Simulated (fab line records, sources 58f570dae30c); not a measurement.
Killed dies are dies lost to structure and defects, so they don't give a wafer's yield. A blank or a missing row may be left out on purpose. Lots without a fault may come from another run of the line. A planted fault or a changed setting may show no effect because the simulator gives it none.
Which tool did it? | flow berkeley_cmos170 | 14 lots, 42 wafers sampled, at 4 steps of a route of 331

WHAT THE GAUGES READ, wafer by wafer
UCB170_NWELL_THK_MEAS_02. Usual: NWELL_OXIDE_THK 26.0 nm, standard deviation 0.48.
lot  | measured    | on            | NWELL_OXIDE_THK (nm) | flag
L892 | day 1 19:14 | film_metro-04 | 25.8 25.6 25.9       |
L893 | day 2 03:49 | film_metro-02 | 26.2 26.3 26.3       |
L894 | day 2 12:47 | film_metro-04 | 26.1 25.5 25.8       |
L895 | day 2 17:40 | film_metro-02 | 26.5 26.6 26.5       |
L897 | day 3 04:14 | film_metro-04 | 25.5 25.6 25.4       |
L898 | day 3 08:25 | film_metro-03 | 26.7 26.6 26.4       |
L899 | day 3 08:25 | film_metro-02 | 25.5 25.8 26.3       |
L900 | day 3 14:08 | film_metro-04 | 26.3 26.7 26.6       |
L902 | day 3 22:57 | film_metro-02 | 26.7 26.7 26.1       |
L905 | day 4 18:25 | film_metro-03 | 25.3 25.3 25.6       |
L906 | day 4 18:25 | film_metro-02 | 25.4 25.7 25.6       |
L913 | day 6 06:02 | film_metro-04 | 26.2 25.7 25.8       |
L914 | day 6 11:44 | film_metro-02 | 26.4 26.4 25.9       |
L915 | day 6 19:46 | film_metro-02 | 27.0 26.4 26.5       |

UCB170_PLDD_OVL_MEAS_07. Usual: PLDD_OVL 0 nm, standard deviation 5.4.
lot  | measured     | on         | PLDD_OVL (nm) | flag
L892 | day 5 17:11  | overlay-01 | 6 10 9        |
L893 | day 6 03:43  | overlay-01 | 2 -2 9        |
L894 | day 6 17:26  | overlay-01 | 7 6 8         |
L895 | day 6 16:55  | overlay-02 | 1 3 -8        |
L897 | day 7 01:16  | overlay-02 | -7 1 2        |
L898 | day 7 01:35  | overlay-01 | -2 4 3        |
L899 | day 7 01:52  | overlay-01 | -2 6 0        |
L900 | day 7 01:19  | overlay-01 | 9 1 0         |
L902 | day 8 00:46  | overlay-01 | 4 -6 -1       |
L905 | day 8 20:01  | overlay-02 | 0 0 -1        |
L906 | day 8 20:16  | overlay-02 | 2 -1 4        |
L913 | day 10 08:28 | overlay-01 | 0 4 1         |

WHICH TOOL RAN EACH LOT (tool, then ch and the chambers of the sampled wafers, then the start)
lot  | UCB170_ACTIVE_ETCH_15             | UCB170_GATE_ANNEAL_03
L892 | rie_diel-04 ch 0,2, day 3 21:31   | furnace-01 ch 0, day 5 10:32
L893 | rie_diel-04 ch 0,1, day 4 06:28   | furnace-02 ch 0, day 5 20:23
L894 | rie_diel-02 ch 0,2,3, day 4 20:18 | furnace-03 ch 0, day 6 10:05
L895 | rie_diel-04 ch 0,3, day 4 19:54   | furnace-03 ch 0, day 6 10:05
L897 | rie_diel-03 ch 0,2,3, day 5 09:11 | furnace-03 ch 0, day 6 19:20
L898 | rie_diel-03 ch 1,2,3, day 5 08:40 | furnace-03 ch 0, day 6 19:20
L899 | rie_diel-04 ch 0,1,2, day 5 09:18 | furnace-03 ch 0, day 6 19:20
L900 | rie_diel-02 ch 0,2, day 5 09:25   | furnace-03 ch 0, day 6 19:20
L902 | rie_diel-03 ch 0,3, day 6 01:01   | furnace-03 ch 0, day 7 18:11
L905 | rie_diel-02 ch 2,3, day 6 19:14   | furnace-02 ch 0, day 8 14:13
L906 | rie_diel-04 ch 1,3, day 6 18:59   | furnace-02 ch 0, day 8 14:13
L913 | rie_diel-04 ch 0,2, day 8 10:18   | furnace-01 ch 0, day 10 01:09
L914 | rie_diel-02 ch 0,1,2, day 8 19:52 | furnace-02, day 10 11:59
L915 | rie_diel-03 ch 0,3, day 9 07:47   | furnace-02, day 11 05:05
- UCB170_ACTIVE_ETCH_15: etches Si3N4 in CH3F/Ar/O2, stops on SiO2, target depth 242 nm, time 148.7 s.
- UCB170_GATE_ANNEAL_03: time 1800 s.

WHAT THE TOOLS THEMSELVES READ (means of the sampled wafers that have a number; where no wafer has one, the mark that the record gives instead)
UCB170_ACTIVE_ETCH_15. Usual: CH3F_flow_sccm 20.00 sccm, standard deviation 0.061; drypump_motor_current_A 5.9 A, standard deviation 0.45; oes_product_au 0.949 a.u., standard deviation 0.016; throttle_valve_pct 8.06 %, standard deviation 0.13.
lot  | tool        | CH3F_flow_sccm (sccm) | drypump_motor_current_A (A) | oes_product_au (a.u.) | throttle_valve_pct (%) | flag
L892 | rie_diel-04 | 19.99                 | 6.5                         | 0.954                 | 8.08                   |
L893 | rie_diel-04 | 20.00                 | 5.9                         | 0.954                 | 8.14                   |
L894 | rie_diel-02 | 19.99                 | 6.0                         | 0.934                 | 8.02                   |
L895 | rie_diel-04 | 20.03                 | 6.3                         | 0.945                 | 8.10                   |
L897 | rie_diel-03 | 20.01                 | 5.8                         | 0.963                 | 8.12                   |
L898 | rie_diel-03 | 19.96                 | 5.6                         | 0.947                 | 8.13                   |
L899 | rie_diel-04 | 19.94                 | 6.1                         | 0.958                 | 8.07                   |
L900 | rie_diel-02 | 20.02                 | 6.2                         | 0.952                 | 8.07                   |
L902 | rie_diel-03 | 19.99                 | 5.5                         | 0.940                 | 8.09                   |
L905 | rie_diel-02 | 20.03                 | 5.7                         | 0.930                 | 8.09                   |
L906 | rie_diel-04 | 19.98                 | 5.5                         | 0.957                 | 8.06                   |
L913 | rie_diel-04 | 20.04                 | 6.2                         | 0.945                 | 7.99                   |
L914 | rie_diel-02 | 20.00                 | 6.2                         | 0.939                 | 8.04                   |
L915 | rie_diel-03 | 19.92                 | 5.5                         | 0.943                 | 8.08                   |

UCB170_GATE_ANNEAL_03. Usual: spike_tc_centre_C 902.9 C, standard deviation 1.1; spike_tc_load_C 924.4 C, standard deviation 2.4; tube_center_temp_C_max 902.3, standard deviation 0.36; zone_power_centre_pct 48 %, standard deviation 4.2.
lot  | tool       | spike_tc_centre_C (C) | spike_tc_load_C (C) | tube_center_temp_C_max | zone_power_centre_pct (%) | flag
L892 | furnace-01 | 901.6                 | 925.6               | 902.1                  | 45                        |
L893 | furnace-02 | 902.8                 | 921.6               | 902.3                  | 45                        |
L894 | furnace-03 | 902.4                 | 925.6               | 902.2                  | 53                        |
L895 | furnace-03 | 902.5                 | 926.7               | 902.0                  | 53                        |
L897 | furnace-03 | 902.8                 | 924.7               | 902.2                  | 53                        |
L898 | furnace-03 | 902.7                 | 926.3               | 902.0                  | 54                        |
L899 | furnace-03 | 904.4                 | 925.6               | 902.2                  | 53                        |
L900 | furnace-03 | 902.6                 | 926.0               | 902.4                  | 53                        |
L902 | furnace-03 | 903.5                 | 925.7               | 902.3                  | 53                        |
L905 | furnace-02 | 903.6                 | 921.3               | 902.2                  | 45                        |
L906 | furnace-02 | 903.4                 | 920.7               | 902.2                  | 44                        |
L913 | furnace-01 | 902.3                 | 926.7               | 902.6                  | 45                        |
L914 | furnace-02 | -                     | -                   | -                      | -                         | OFF
L915 | furnace-02 | -                     | -                   | -                      | -                         | OFF

THE ANSWER, worked out from the rows above alone
Rule: a lot is off if the mean of its wafers that have a number lies more than 3 standard deviations from the usual mean. A lot without any number at a reading at which 4 lots or more have one is off too. The other lots that the step has rows for count as sound. The gauges are gone through in route order, then the tools' own readings, and for those a lot's mean is taken as printed above. The first step at which some lot is off is used, and at that step the reading that is off furthest; a lot without a number counts as furthest.
Off: L914, L915, at UCB170_GATE_ANNEAL_03 (spike_tc_centre_C). Without a number there: L914, L915.
A tool fits if, at that step or a process step before it, it ran every lot that is off, and no sound lot after the first of them. One fits: furnace-02 at UCB170_GATE_ANNEAL_03. Its last sound lot is L905 (day 8 14:13), its first lot that is off L914 (day 10 11:59): a fault that began between those two fits.
Blank at UCB170_GATE_ANNEAL_03 on the lots that are off, where sound lots have numbers: spike_tc_centre_C, spike_tc_load_C, tube_center_temp_C_max, zone_power_centre_pct.

WHAT THE SIMULATOR HAD PUT IN
Skipped step whole: furnace-02, from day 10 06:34 on, at UCB170_GATE_ANNEAL_03. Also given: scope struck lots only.
Lots struck among those shown: L914, L915. The rule above found the same.
